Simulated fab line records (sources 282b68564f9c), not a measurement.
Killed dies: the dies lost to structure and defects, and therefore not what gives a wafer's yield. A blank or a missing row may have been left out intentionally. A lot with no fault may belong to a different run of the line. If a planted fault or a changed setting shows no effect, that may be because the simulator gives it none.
fab line records / flow rit-cmos
[record] lots = 14 wafers = 42 last-day = 8
route steps=202 shown PLDD@123 M1@202
lots untouched by any fault: they come from a run of this same line in which no faults occurred
start-h: hours from the record's opening day to when the first of the lot's shown wafers began / wait-h: hours from the lot's prior step to this one / " repeats the value in the row above / L1.1+2: one row covering several wafers at once / - no value, or no start given / * or withheld: withheld / < > ~ a bound
route shown NAME@n: a module of which the file shows steps, and the number in the route of the first / usual: mean and standard deviation over wafers with no fault / same: alike in all rows / chamber/n: place in a boat / sites: per-site readings / _std_site: their standard deviation / _edge_site: the outer-site mean with the inner-site mean subtracted / radius-mm: for every site, how far away it sits from the centre of the wafer / mask NAME#n: copy n / behind: the last tool/chamber to shape the wafer / hold: why the lot went on hold/how many hours it stayed there/how the hold came to an end / device: transistor that didn't switch, given as n, p or np / end of line: tests run on the same wafers once the route is complete / a step given without rows: its recipe and nothing more / killed: dies lost to structure and defects at the first sort, not the wafer's yield / map: the dies of a wafer, with x for killed, . for not killed, _ for no die there
set.NAME: the setting the step ran with; set.NAME@STEP: the setting that earlier step ran with / model.NAME: the simulator's own value behind a step, which no gauge read
route steps across a sampled set of lots; one table per step, one row per wafer
services: when a tool's chamber went out of use (start-h, in hours from the record's first day, below 0 if earlier), for how many hours, and the reason
[[steps]]
[step RIT_PLDD_STRIP_09]
[recipe] chemistry = O2 time-s = 180 resist = NOVOLAK platen-temp-c = withheld power-w = 500 pressure-mtorr = 4000 o2-flow-sccm = 4000
[usual] chamber-pressure-mTorr = 4000/3.1 drypump-motor-current-A = 5.72/0.29
lot.wafer=L666.1 tool=plasma-asher-01 chamber=0 start-h=51.91 wait-h=0.1 chamber-pressure-mTorr=4000 drypump-motor-current-A=5.71 rf-hours-counter-h=38
lot.wafer=L666.3 tool=plasma-asher-01 chamber=0 start-h=51.91 wait-h=0.1 chamber-pressure-mTorr=4001 drypump-motor-current-A=5.73 rf-hours-counter-h=-
lot.wafer=L666.6 tool=plasma-asher-01 chamber=1 start-h=51.91 wait-h=0.1 chamber-pressure-mTorr=4004 drypump-motor-current-A=6.07 rf-hours-counter-h=-
lot.wafer=L667.2 tool=plasma-asher-02 chamber=1 start-h=57.49 wait-h=0.1 chamber-pressure-mTorr=4003 drypump-motor-current-A=6.03 rf-hours-counter-h=27
lot.wafer=L667.3 tool=plasma-asher-02 chamber=1 start-h=57.49 wait-h=0.1 chamber-pressure-mTorr=4003 drypump-motor-current-A=6.02 rf-hours-counter-h=-
lot.wafer=L667.6 tool=plasma-asher-02 chamber=0 start-h=57.49 wait-h=0.1 chamber-pressure-mTorr=4001 drypump-motor-current-A=5.77 rf-hours-counter-h=-
lot.wafer=L668.1 tool=plasma-asher-01 chamber=1 start-h=63.86 wait-h=0.1 chamber-pressure-mTorr=3998 drypump-motor-current-A=6.05 rf-hours-counter-h=39
lot.wafer=L668.2 tool=plasma-asher-01 chamber=0 start-h=63.86 wait-h=0.1 chamber-pressure-mTorr=3999 drypump-motor-current-A=5.74 rf-hours-counter-h=39
lot.wafer=L668.4 tool=plasma-asher-01 chamber=0 start-h=63.86 wait-h=0.1 chamber-pressure-mTorr=3999 drypump-motor-current-A=5.75 rf-hours-counter-h=-
lot.wafer=L670.2 tool=plasma-asher-01 chamber=0 start-h=79.01 wait-h=0.1 chamber-pressure-mTorr=4001 drypump-motor-current-A=5.75 rf-hours-counter-h=41
lot.wafer=L670.4 tool=plasma-asher-01 chamber=0 start-h=79.01 wait-h=0.1 chamber-pressure-mTorr=3998 drypump-motor-current-A=5.73 rf-hours-counter-h=-
lot.wafer=L670.5 tool=plasma-asher-01 chamber=1 start-h=79.01 wait-h=0.1 chamber-pressure-mTorr=3999 drypump-motor-current-A=6.07 rf-hours-counter-h=-
lot.wafer=L671.3 tool=plasma-asher-04 chamber=0 start-h=84.28 wait-h=0.1 chamber-pressure-mTorr=4002 drypump-motor-current-A=5.19 rf-hours-counter-h=-
lot.wafer=L671.4 tool=plasma-asher-04 chamber=1 start-h=84.28 wait-h=0.1 chamber-pressure-mTorr=4001 drypump-motor-current-A=5.81 rf-hours-counter-h=-
lot.wafer=L671.6 tool=plasma-asher-04 chamber=0 start-h=84.28 wait-h=0.1 chamber-pressure-mTorr=4006 drypump-motor-current-A=5.23 rf-hours-counter-h=-
lot.wafer=L673.1 tool=plasma-asher-04 chamber=0 start-h=90.75 wait-h=0.1 chamber-pressure-mTorr=4003 drypump-motor-current-A=5.21 rf-hours-counter-h=45
lot.wafer=L673.2 tool=plasma-asher-04 chamber=1 start-h=90.75 wait-h=0.1 chamber-pressure-mTorr=4002 drypump-motor-current-A=5.77 rf-hours-counter-h=45
lot.wafer=L673.3 tool=plasma-asher-04 chamber=1 start-h=90.75 wait-h=0.1 chamber-pressure-mTorr=3996 drypump-motor-current-A=5.78 rf-hours-counter-h=-
lot.wafer=L674.2 tool=plasma-asher-02 chamber=0 start-h=91.24 wait-h=0.1 chamber-pressure-mTorr=4001 drypump-motor-current-A=5.80 rf-hours-counter-h=29
lot.wafer=L674.3 tool=plasma-asher-02 chamber=1 start-h=91.24 wait-h=0.1 chamber-pressure-mTorr=4005 drypump-motor-current-A=5.99 rf-hours-counter-h=-
lot.wafer=L674.6 tool=plasma-asher-02 chamber=1 start-h=91.24 wait-h=0.1 chamber-pressure-mTorr=3999 drypump-motor-current-A=6.02 rf-hours-counter-h=-
lot.wafer=L678.1 tool=plasma-asher-01 chamber=0 start-h=113.95 wait-h=0.1 chamber-pressure-mTorr=- drypump-motor-current-A=- rf-hours-counter-h=-
lot.wafer=L678.3 tool=plasma-asher-01 chamber=0 start-h=113.95 wait-h=0.1 chamber-pressure-mTorr=- drypump-motor-current-A=- rf-hours-counter-h=-
lot.wafer=L678.5 tool=plasma-asher-01 chamber=0 start-h=113.95 wait-h=0.1 chamber-pressure-mTorr=- drypump-motor-current-A=- rf-hours-counter-h=-
lot.wafer=L679.2 tool=plasma-asher-01 chamber=0 start-h=118.51 wait-h=0.1 chamber-pressure-mTorr=- drypump-motor-current-A=- rf-hours-counter-h=-
lot.wafer=L679.3 tool=plasma-asher-01 chamber=1 start-h=118.51 wait-h=0.1 chamber-pressure-mTorr=- drypump-motor-current-A=- rf-hours-counter-h=-
lot.wafer=L679.5 tool=plasma-asher-01 chamber=1 start-h=118.51 wait-h=0.1 chamber-pressure-mTorr=- drypump-motor-current-A=- rf-hours-counter-h=-
lot.wafer=L685.1 tool=plasma-asher-04 chamber=1 start-h=143.08 wait-h=0.1 chamber-pressure-mTorr=4003 drypump-motor-current-A=5.80 rf-hours-counter-h=51
lot.wafer=L685.3 tool=plasma-asher-04 chamber=1 start-h=143.08 wait-h=0.1 chamber-pressure-mTorr=3993 drypump-motor-current-A=5.82 rf-hours-counter-h=-
lot.wafer=L685.6 tool=plasma-asher-04 chamber=0 start-h=143.08 wait-h=0.1 chamber-pressure-mTorr=4001 drypump-motor-current-A=5.23 rf-hours-counter-h=-
lot.wafer=L686.4 tool=plasma-asher-02 chamber=1 start-h=146.60 wait-h=0.1 chamber-pressure-mTorr=4003 drypump-motor-current-A=6.01 rf-hours-counter-h=-
lot.wafer=L686.5 tool=plasma-asher-02 chamber=1 start-h=146.60 wait-h=0.1 chamber-pressure-mTorr=4000 drypump-motor-current-A=6.05 rf-hours-counter-h=-
lot.wafer=L686.6 tool=plasma-asher-02 chamber=0 start-h=146.60 wait-h=0.1 chamber-pressure-mTorr=4007 drypump-motor-current-A=5.77 rf-hours-counter-h=-
lot.wafer=L687.2 tool=plasma-asher-04 chamber=1 start-h=151.16 wait-h=0.1 chamber-pressure-mTorr=4002 drypump-motor-current-A=5.78 rf-hours-counter-h=52
lot.wafer=L687.4 tool=plasma-asher-04 chamber=0 start-h=151.16 wait-h=0.1 chamber-pressure-mTorr=4001 drypump-motor-current-A=5.26 rf-hours-counter-h=-
lot.wafer=L687.5 tool=plasma-asher-04 chamber=0 start-h=151.16 wait-h=0.1 chamber-pressure-mTorr=3999 drypump-motor-current-A=5.19 rf-hours-counter-h=-
lot.wafer=L688.1 tool=plasma-asher-02 chamber=1 start-h=159.28 wait-h=0.1 chamber-pressure-mTorr=4000 drypump-motor-current-A=6.04 rf-hours-counter-h=37
lot.wafer=L688.3 tool=plasma-asher-02 chamber=0 start-h=159.28 wait-h=0.1 chamber-pressure-mTorr=4000 drypump-motor-current-A=5.77 rf-hours-counter-h=-
lot.wafer=L688.4 tool=plasma-asher-02 chamber=1 start-h=159.28 wait-h=0.1 chamber-pressure-mTorr=3999 drypump-motor-current-A=6.00 rf-hours-counter-h=-
lot.wafer=L689.2 tool=plasma-asher-04 chamber=0 start-h=164.95 wait-h=0.1 chamber-pressure-mTorr=3998 drypump-motor-current-A=5.30 rf-hours-counter-h=54
lot.wafer=L689.3 tool=plasma-asher-04 chamber=1 start-h=164.95 wait-h=0.1 chamber-pressure-mTorr=3998 drypump-motor-current-A=5.80 rf-hours-counter-h=-
lot.wafer=L689.6 tool=plasma-asher-04 chamber=1 start-h=164.95 wait-h=0.1 chamber-pressure-mTorr=4002 drypump-motor-current-A=5.81 rf-hours-counter-h=-
[step RIT_M1_PROBE_99]
[usual] killed-at-contacts = 0.1/0.37 killed-at-front-end = 6.9/2.9 killed-dies = 7.1/2.9 killed-on-rim = 1.9/1.4 killed-open = 3.3/1.8 killed-short = 3.6/2.2
[same] gross-dies = 264 killed_at_M0_to_M3 = 0 killed_at_M4_up = 0 killed-at-back-side = 0 killed-at-other = 0
lot.wafer=L668.1 tool=prober-01 chamber=- start-h=77.51 wait-h=0.1 killed-at-contacts=0 killed-at-front-end=6 killed-dies=6 killed-on-rim=0 killed-open=4 killed-short=2
lot.wafer=L668.2 tool=prober-01 chamber=- start-h=77.56 wait-h=0.1 killed-at-contacts=0 killed-at-front-end=8 killed-dies=8 killed-on-rim=1 killed-open=4 killed-short=4
lot.wafer=L668.4 tool=prober-01 chamber=- start-h=77.66 wait-h=0.2 killed-at-contacts=0 killed-at-front-end=4 killed-dies=4 killed-on-rim=0 killed-open=3 killed-short=1
lot.wafer=L674.2 tool=prober-01 chamber=- start-h=107.01 wait-h=0.1 killed-at-contacts=0 killed-at-front-end=6 killed-dies=6 killed-on-rim=1 killed-open=2 killed-short=4
lot.wafer=L674.3 tool=prober-01 chamber=- start-h=107.06 wait-h=0.2 killed-at-contacts=0 killed-at-front-end=7 killed-dies=7 killed-on-rim=1 killed-open=3 killed-short=4
lot.wafer=L674.6 tool=prober-01 chamber=- start-h=107.21 wait-h=0.2 killed-at-contacts=0 killed-at-front-end=10 killed-dies=10 killed-on-rim=3 killed-open=4 killed-short=6
lot.wafer=L678.1 tool=prober-01 chamber=- start-h=127.98 wait-h=0.1 killed-at-contacts=0 killed-at-front-end=264 killed-dies=264 killed-on-rim=70 killed-open=3 killed-short=3
lot.wafer=L678.3 tool=prober-01 chamber=- start-h=128.08 wait-h=0.2 killed-at-contacts=0 killed-at-front-end=264 killed-dies=264 killed-on-rim=70 killed-open=4 killed-short=3
lot.wafer=L678.5 tool=prober-01 chamber=- start-h=128.18 wait-h=0.2 killed-at-contacts=0 killed-at-front-end=264 killed-dies=264 killed-on-rim=70 killed-open=2 killed-short=4
lot.wafer=L679.2 tool=prober-02 chamber=- start-h=132.02 wait-h=0.1 killed-at-contacts=0 killed-at-front-end=264 killed-dies=264 killed-on-rim=70 killed-open=4 killed-short=7
lot.wafer=L679.3 tool=prober-02 chamber=- start-h=132.07 wait-h=0.2 killed-at-contacts=0 killed-at-front-end=264 killed-dies=264 killed-on-rim=70 killed-open=3 killed-short=2
lot.wafer=L679.5 tool=prober-02 chamber=- start-h=132.17 wait-h=0.2 killed-at-contacts=0 killed-at-front-end=264 killed-dies=264 killed-on-rim=70 killed-open=3 killed-short=4
lot.wafer=L686.4 tool=prober-01 chamber=- start-h=160.33 wait-h=0.2 killed-at-contacts=0 killed-at-front-end=4 killed-dies=4 killed-on-rim=2 killed-open=1 killed-short=3
lot.wafer=L686.5 tool=prober-01 chamber=- start-h=160.38 wait-h=0.2 killed-at-contacts=0 killed-at-front-end=7 killed-dies=7 killed-on-rim=1 killed-open=3 killed-short=4
lot.wafer=L686.6 tool=prober-01 chamber=- start-h=160.43 wait-h=0.2 killed-at-contacts=0 killed-at-front-end=4 killed-dies=4 killed-on-rim=0 killed-open=3 killed-short=1
lot.wafer=L687.2 tool=prober-02 chamber=- start-h=164.94 wait-h=0.1 killed-at-contacts=0 killed-at-front-end=6 killed-dies=6 killed-on-rim=2 killed-open=4 killed-short=2
lot.wafer=L687.4 tool=prober-02 chamber=- start-h=165.04 wait-h=0.2 killed-at-contacts=0 killed-at-front-end=8 killed-dies=8 killed-on-rim=3 killed-open=4 killed-short=4
lot.wafer=L687.5 tool=prober-02 chamber=- start-h=165.09 wait-h=0.2 killed-at-contacts=0 killed-at-front-end=12 killed-dies=12 killed-on-rim=2 killed-open=6 killed-short=6
lot.wafer=L689.2 tool=prober-02 chamber=- start-h=179.81 wait-h=0.1 killed-at-contacts=0 killed-at-front-end=9 killed-dies=9 killed-on-rim=2 killed-open=2 killed-short=7
lot.wafer=L689.3 tool=prober-02 chamber=- start-h=179.86 wait-h=0.2 killed-at-contacts=0 killed-at-front-end=7 killed-dies=7 killed-on-rim=3 killed-open=4 killed-short=3
lot.wafer=L689.6 tool=prober-02 chamber=- start-h=180.01 wait-h=0.2 killed-at-contacts=0 killed-at-front-end=4 killed-dies=4 killed-on-rim=1 killed-open=2 killed-short=2
// killed by level:class
L668.1 GATE:geometric-particle:open=2 REOX:geometric-particle:short=1 SPACER:geometric-particle:short=1 SPACER:geometric-particle:open=1 SILICIDE:geometric-particle:open=1
L668.2 REOX:geometric-particle:short=3 GATE:geometric-particle:open=1 FOX2:geometric-particle:open=1 GATE:geometric-particle:short=1 SPACER:geometric-particle:open=1 SILICIDE:geometric-particle:open=1
L668.4 REOX:geometric-particle:open=2 GATE:geometric-particle:short=1 SILICIDE:geometric-particle:open=1
L674.2 GATE:geometric-particle:short=2 FOX1:geometric-particle:open=1 REOX:geometric-particle:short=1 SPACER:geometric-particle:short=1 SPACER:geometric-particle:open=1
L674.3 FOX1:geometric-particle:open=2 FOX1:geometric-particle:short=1 FOX2:geometric-particle:short=1 SPACER:geometric-particle:short=1 SILICIDE:geometric-particle:short=1 SILICIDE:geometric-particle:open=1
L674.6 GATE:geometric-particle:short=5 FOX1:geometric-particle:open=2 GATE:geometric-particle:open=1 REOX:geometric-particle:open=1 SILICIDE:geometric-particle:short=1
L678.1 SPACER:area-cvd=258 SPACER:geometric-particle:open=2 GATE:geometric-particle:open=1 GATE:geometric-particle:short=1 REOX:geometric-particle:short=1 SPACER:geometric-particle:short=1
L678.3 SPACER:area-cvd=257 SPACER:geometric-particle:open=3 GATE:geometric-particle:open=1 GATE:geometric-particle:short=1 REOX:geometric-particle:short=1 SILICIDE:geometric-particle:short=1
L678.5 SPACER:area-cvd=258 SILICIDE:geometric-particle:short=2 GATE:geometric-particle:open=1 GATE:geometric-particle:short=1 REOX:geometric-particle:short=1 SILICIDE:geometric-particle:open=1
L679.2 SPACER:area-cvd=253 FOX1:geometric-particle:short=3 GATE:geometric-particle:short=2 SILICIDE:geometric-particle:short=2 FOX1:geometric-particle:open=1 FOX2:geometric-particle:open=1 GATE:geometric-particle:open=1 SILICIDE:geometric-particle:open=1
L679.3 SPACER:area-cvd=259 SPACER:geometric-particle:open=2 GATE:geometric-particle:short=1 REOX:geometric-particle:short=1 REOX:geometric-particle:open=1
L679.5 SPACER:area-cvd=257 GATE:geometric-particle:short=2 SPACER:geometric-particle:open=2 GATE:geometric-particle:open=1 REOX:geometric-particle:short=1 SILICIDE:geometric-particle:short=1
L686.4 FOX2:geometric-particle:short=2 FOX1:geometric-particle:open=1 GATE:geometric-particle:short=1
L686.5 FOX2:geometric-particle:short=2 FOX2:geometric-particle:open=2 REOX:geometric-particle:short=1 SPACER:geometric-particle:short=1 SPACER:geometric-particle:open=1
L686.6 SPACER:geometric-particle:open=2 FOX1:geometric-particle:short=1 FOX1:geometric-particle:open=1
L687.2 GATE:geometric-particle:open=2 ACTIVE:geometric-particle:open=1 FOX1:geometric-particle:short=1 GATE:geometric-particle:short=1 SILICIDE:geometric-particle:open=1
L687.4 GATE:geometric-particle:short=3 SPACER:geometric-particle:open=2 FOX1:geometric-particle:open=1 GATE:geometric-particle:open=1 SPACER:geometric-particle:short=1
L687.5 FOX1:geometric-particle:open=5 SILICIDE:geometric-particle:short=4 GATE:geometric-particle:short=2 SPACER:geometric-particle:open=1
L689.2 FOX1:geometric-particle:short=3 GATE:geometric-particle:short=3 GATE:geometric-particle:open=2 REOX:geometric-particle:short=1
L689.3 GATE:geometric-particle:open=3 GATE:geometric-particle:short=3 FOX2:geometric-particle:open=1
L689.6 REOX:geometric-particle:short=2 GATE:geometric-particle:open=1 SPACER:geometric-particle:open=1
[[services]]
tool=plasma-asher-01 chamber=- start-h=31.07 hours=15.6 kind=pm
tool=plasma-asher-02 chamber=- start-h=58.08 hours=9.8 kind=repair
tool=plasma-asher-02 chamber=- start-h=67.84 hours=9.9 kind=pm
tool=plasma-asher-04 chamber=- start-h=94.35 hours=2.1 kind=repair
tool=plasma-asher-04 chamber=- start-h=100.74 hours=0.8 kind=repair
[[key]]
[first-sign] step = RIT_PLDD_STRIP_09 reading = tool-record direction = missing
[effect] step = RIT_M1_PROBE_99 reading = killed-at-front-end direction = up sigmas = 90 usual = 6.9 struck = 264
[more-kills-born-at] RIT_SPACER_CVD_03@lpcvd-01 = 1542
met-at RIT_PLDD_STRIP_09
struck-lots L678,L679
later-rows-left-out L678.1,L678.3,L678.5,L679.2,L679.3,L679.5
tester-left-out L678,L679
onset-between 79.01 113.95
[fault] kind = skipped-step-whole tool = plasma-asher-01 chamber = - onset-h = 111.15 steps = RIT_PLDD_STRIP_09 scope = struck-lots-only
// tester-left-out: of these lots the tester's yield and bins aren't shown, on N5 and GAA mostly nor the transistor test; their killed dies are dies lost to structure and defects alone, not to doping, threshold or leakage, so they don't give the yield
// later-rows-left-out: the simulator's readings of these wafers behind a module that went badly wrong aren't trusted and aren't shown, but for the sort
